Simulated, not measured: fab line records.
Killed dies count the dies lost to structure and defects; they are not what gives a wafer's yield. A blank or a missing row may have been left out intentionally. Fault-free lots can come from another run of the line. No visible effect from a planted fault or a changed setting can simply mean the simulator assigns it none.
The tool behind it: which one? || flow rit_cmos || 15 lots, 45 wafers sampled, at 2 steps of a route of 202

## WHAT THE GAUGES SHOWED, per wafer
RIT_REOX_THK_MEAS_04.
{"lot": "L988", "measured": "day 2 23:37", "on": "film_metro-02", "REOX_OXIDE_THK (nm)": "25.6 25.8 25.6"}
{"lot": "L989", "measured": "day 3 07:35", "on": "film_metro-04", "REOX_OXIDE_THK (nm)": "25.7 25.7 25.6"}
{"lot": "L991", "measured": "day 3 17:39", "on": "film_metro-01", "REOX_OXIDE_THK (nm)": "25.7 25.8 25.9"}
{"lot": "L992", "measured": "day 4 01:25", "on": "film_metro-04", "REOX_OXIDE_THK (nm)": "25.0 25.0 25.6"}
{"lot": "L993", "measured": "day 4 03:57", "on": "film_metro-02", "REOX_OXIDE_THK (nm)": "24.8 25.1 25.1"}
{"lot": "L994", "measured": "day 4 03:58", "on": "film_metro-01", "REOX_OXIDE_THK (nm)": "25.3 25.2 25.1"}
{"lot": "L995", "measured": "day 4 18:18", "on": "film_metro-01", "REOX_OXIDE_THK (nm)": "14.7 14.7 14.8"}
{"lot": "L997", "measured": "day 5 01:25", "on": "film_metro-02", "REOX_OXIDE_THK (nm)": "25.5 25.6 25.6"}
{"lot": "L999", "measured": "day 5 10:32", "on": "film_metro-02", "REOX_OXIDE_THK (nm)": "14.7 14.5 14.3"}
{"lot": "L100", "measured": "day 5 10:33", "on": "film_metro-04", "REOX_OXIDE_THK (nm)": "15.2 14.5 15.1"}
{"lot": "L105", "measured": "day 7 01:39", "on": "film_metro-04", "REOX_OXIDE_THK (nm)": "24.3 24.9 24.7"}
{"lot": "L107", "measured": "day 7 07:53", "on": "film_metro-02", "REOX_OXIDE_THK (nm)": "24.5 24.6 24.3"}
{"lot": "L109", "measured": "day 7 18:48", "on": "film_metro-04", "REOX_OXIDE_THK (nm)": "25.2 24.6 24.8"}
{"lot": "L110", "measured": "day 8 00:37", "on": "film_metro-01", "REOX_OXIDE_THK (nm)": "24.5 24.4 24.3"}
{"lot": "L111", "measured": "day 8 10:55", "on": "film_metro-01", "REOX_OXIDE_THK (nm)": "25.7 25.9 25.6"}

## TOOL THAT RAN EACH LOT (tool first, then ch and the chambers of the sampled wafers, then the start)
{"lot": "L988", "RIT_REOX_OXIDATION_03": "furnace-03 ch 0, day 2 21:04"}
{"lot": "L989", "RIT_REOX_OXIDATION_03": "furnace-04 ch 0, day 3 05:02"}
{"lot": "L991", "RIT_REOX_OXIDATION_03": "furnace-01 ch 0, day 3 15:05"}
{"lot": "L992", "RIT_REOX_OXIDATION_03": "furnace-01 ch 0, day 3 22:51"}
{"lot": "L993", "RIT_REOX_OXIDATION_03": "furnace-01 ch 0, day 4 01:24"}
{"lot": "L994", "RIT_REOX_OXIDATION_03": "furnace-01 ch 0, day 4 01:24"}
{"lot": "L995", "RIT_REOX_OXIDATION_03": "furnace-01 ch 0, day 4 15:45"}
{"lot": "L997", "RIT_REOX_OXIDATION_03": "furnace-04 ch 0, day 4 22:52"}
{"lot": "L999", "RIT_REOX_OXIDATION_03": "furnace-01 ch 0, day 5 07:59"}
{"lot": "L100", "RIT_REOX_OXIDATION_03": "furnace-01 ch 0, day 5 07:59"}
{"lot": "L105", "RIT_REOX_OXIDATION_03": "furnace-04 ch 0, day 6 23:05"}
{"lot": "L107", "RIT_REOX_OXIDATION_03": "furnace-03 ch 0, day 7 05:20"}
{"lot": "L109", "RIT_REOX_OXIDATION_03": "furnace-03 ch 0, day 7 16:13"}
{"lot": "L110", "RIT_REOX_OXIDATION_03": "furnace-01 ch 0, day 7 22:04"}
{"lot": "L111", "RIT_REOX_OXIDATION_03": "furnace-04 ch 0, day 8 08:21"}
- RIT_REOX_OXIDATION_03: target thk 25.2 nm, ox time 5580 s.

## AS READ BY THE TOOLS THEMSELVES (means over the sampled wafers that have a number; for cases with no such wafer, the mark the record gives instead)
RIT_REOX_OXIDATION_03.
{"lot": "L988", "tool": "furnace-03", "tube_center_temp_C_max": 902.3}
{"lot": "L989", "tool": "furnace-04", "tube_center_temp_C_max": 902.2}
{"lot": "L991", "tool": "furnace-01", "tube_center_temp_C_max": 902.7}
{"lot": "L992", "tool": "furnace-01", "tube_center_temp_C_max": 901.9}
{"lot": "L993", "tool": "furnace-01", "tube_center_temp_C_max": 902.2}
{"lot": "L994", "tool": "furnace-01", "tube_center_temp_C_max": 902.6}
{"lot": "L995", "tool": "furnace-01", "tube_center_temp_C_max": 902.2}
{"lot": "L997", "tool": "furnace-04", "tube_center_temp_C_max": 902.3}
{"lot": "L999", "tool": "furnace-01", "tube_center_temp_C_max": 902.5}
{"lot": "L100", "tool": "furnace-01", "tube_center_temp_C_max": 902.1}
{"lot": "L105", "tool": "furnace-04", "tube_center_temp_C_max": 902.5}
{"lot": "L107", "tool": "furnace-03", "tube_center_temp_C_max": 902.1}
{"lot": "L109", "tool": "furnace-03", "tube_center_temp_C_max": 902.3}
{"lot": "L110", "tool": "furnace-01", "tube_center_temp_C_max": 902.5}
{"lot": "L111", "tool": "furnace-04", "tube_center_temp_C_max": 902.1}

## THE ANSWER, worked out from the rows above alone
Rule: usual is defined by the lots themselves. The widest of any qualifying gaps counts: lots, ordered by their means at a reading, are off when they make up no more than a third of the lots, leave a main group of 4 or more, and stand apart from it by 3 or more times the standard deviation of that group's means. Not used: any main group whose means are identical at the precision the tables above print for the reading. A lot without any number at a reading at which 4 lots or more have one is off too. The other lots that the step has rows for count as sound. After the gauges, taken in route order, come the tools' own readings; for these a lot's mean is taken, as printed above. The first step at which some lot is off is used, and at that step the reading that is off furthest; a lot without a number counts as furthest.
Off: L995, L999, L100, seen at RIT_REOX_THK_MEAS_04 (REOX_OXIDE_THK). The main group: mean 25.2 nm, standard deviation 0.49.
If a tool, at a process step before that reading, ran all the lots that are off and no sound lot after the first of them, it fits. The gauges at RIT_REOX_THK_MEAS_04 are tried like those tools. No candidate that was tried fits.

## WHAT THE SIMULATOR HAD PUT IN
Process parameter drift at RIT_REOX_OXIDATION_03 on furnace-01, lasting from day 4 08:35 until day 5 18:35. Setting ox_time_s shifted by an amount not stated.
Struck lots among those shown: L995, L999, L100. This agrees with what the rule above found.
